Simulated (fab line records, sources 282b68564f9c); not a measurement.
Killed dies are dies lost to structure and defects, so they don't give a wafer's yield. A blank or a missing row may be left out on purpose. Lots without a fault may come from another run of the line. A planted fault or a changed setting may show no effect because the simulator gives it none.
Tool commonality check | flow rit_cmos | 15 lots, 45 wafers sampled

WHY IT WAS OPENED
At RIT_PRETRO_TW_MEAS_10 the reading PRETRO_TW is flagged on 3 of 15 lots. Wafers without a fault read 478.8, standard deviation 2.6.
Rule: a lot is flagged when every wafer of it that has a number lies more than 4 standard deviations from that mean, or none has a number. The other lots count as sound.

lot  | measured    | on            | PRETRO_TW, wafer by wafer | flag
L718 | day 3 00:13 | film_metro-04 | 478.4 476.7 479.4         |
L719 | day 3 04:26 | film_metro-02 | 475.2 475.8 479.0         |
L720 | day 3 08:45 | film_metro-03 | 482.1 480.4 474.5         |
L721 | day 3 15:35 | film_metro-02 | 474.2 478.2 477.8         |
L722 | day 3 20:28 | film_metro-02 | 475.5 476.6 473.9         |
L723 | day 3 23:55 | film_metro-03 | 482.7 483.7 481.7         |
L724 | day 4 04:46 | film_metro-03 | 481.0 482.9 480.8         |
L725 | day 4 10:13 | film_metro-02 | 475.3 474.9 480.6         |
L726 | day 4 19:05 | film_metro-03 | 494.2 491.4 497.4         | FLAGGED
L727 | day 5 01:55 | film_metro-02 | 475.1 474.7 475.5         |
L728 | day 5 06:18 | film_metro-03 | 493.8 496.0 491.3         | FLAGGED
L729 | day 5 14:01 | film_metro-04 | 496.4 495.6 491.1         | FLAGGED
L735 | day 6 23:26 | film_metro-02 | 479.4 478.9 477.7         |
L736 | day 6 23:46 | film_metro-03 | 479.5 476.8 478.3         |
L739 | day 7 08:09 | film_metro-04 | 481.1 477.2 479.5         |
The numbers of the flagged lots are 494.1 on average: +15.3 against the usual, or +6 standard deviations.

WHICH TOOL RAN EACH LOT
The record holds 1 process step before the reading, out of a route of 202 steps. In each cell: the tool, then ch and the chambers that the sampled wafers went through, then the start.
lot  | flag    | RIT_PRETRO_IMPLANT_08
L718 |         | implanter-04 ch 0, day 2 23:54
L719 |         | implanter-01 ch 0, day 3 04:09
L720 |         | implanter-01 ch 0, day 3 08:26
L721 |         | implanter-01 ch 0, day 3 15:17
L722 |         | implanter-04 ch 0, day 3 20:09
L723 |         | implanter-04 ch 0, day 3 23:35
L724 |         | implanter-01 ch 0, day 4 04:28
L725 |         | implanter-04 ch 0, day 4 09:55
L726 | FLAGGED | implanter-04 ch 0, day 4 18:46
L727 |         | implanter-02 ch 0, day 5 01:37
L728 | FLAGGED | implanter-04 ch 0, day 5 05:58
L729 | FLAGGED | implanter-04 ch 0, day 5 13:41
L735 |         | implanter-02 ch 0, day 6 23:08
L736 |         | implanter-01 ch 0, day 6 23:26
L739 |         | implanter-02 ch 0, day 7 07:52
What these steps do:
- RIT_PRETRO_IMPLANT_08
- RIT_PRETRO_TW_MEAS_10

FLAGGED OVER TOTAL, TOOL BY TOOL (the gauges that took the reading come last)
step                  | tool          | lots run | flagged | share of the flagged lots | sound lots run after its first flagged lot
RIT_PRETRO_IMPLANT_08 | implanter-01  | 5        | 0       | none                      | -
RIT_PRETRO_IMPLANT_08 | implanter-02  | 3        | 0       | none                      | -
RIT_PRETRO_IMPLANT_08 | implanter-04  | 7        | 3       | all                       | 0
RIT_PRETRO_TW_MEAS_10 | film_metro-02 | 6        | 0       | none                      | -
RIT_PRETRO_TW_MEAS_10 | film_metro-03 | 6        | 2       | some                      | 1 (L736)
RIT_PRETRO_TW_MEAS_10 | film_metro-04 | 3        | 1       | some                      | 1 (L739)

WHAT THE TABLE ALLOWS
1 row of the table ran every flagged lot: implanter-04 at RIT_PRETRO_IMPLANT_08.
- implanter-04 at RIT_PRETRO_IMPLANT_08: 3 of its 7 lots flagged. Its last sound lot is L725 (day 4 09:55), its first flagged lot L726 (day 4 18:46): a fault that began between those two fits. Its own readings lie more than 4 standard deviations out on every wafer of the flagged lots: beam_energy_keV.
One tool is left: implanter-04 at RIT_PRETRO_IMPLANT_08.

WHAT THE SIMULATOR HAD PUT IN
Process parameter drift: implanter-04, from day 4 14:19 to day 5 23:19, at RIT_PRETRO_IMPLANT_08. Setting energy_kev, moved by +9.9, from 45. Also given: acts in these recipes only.
Lots struck among those shown: L726, L728, L729. The rule above found the same.
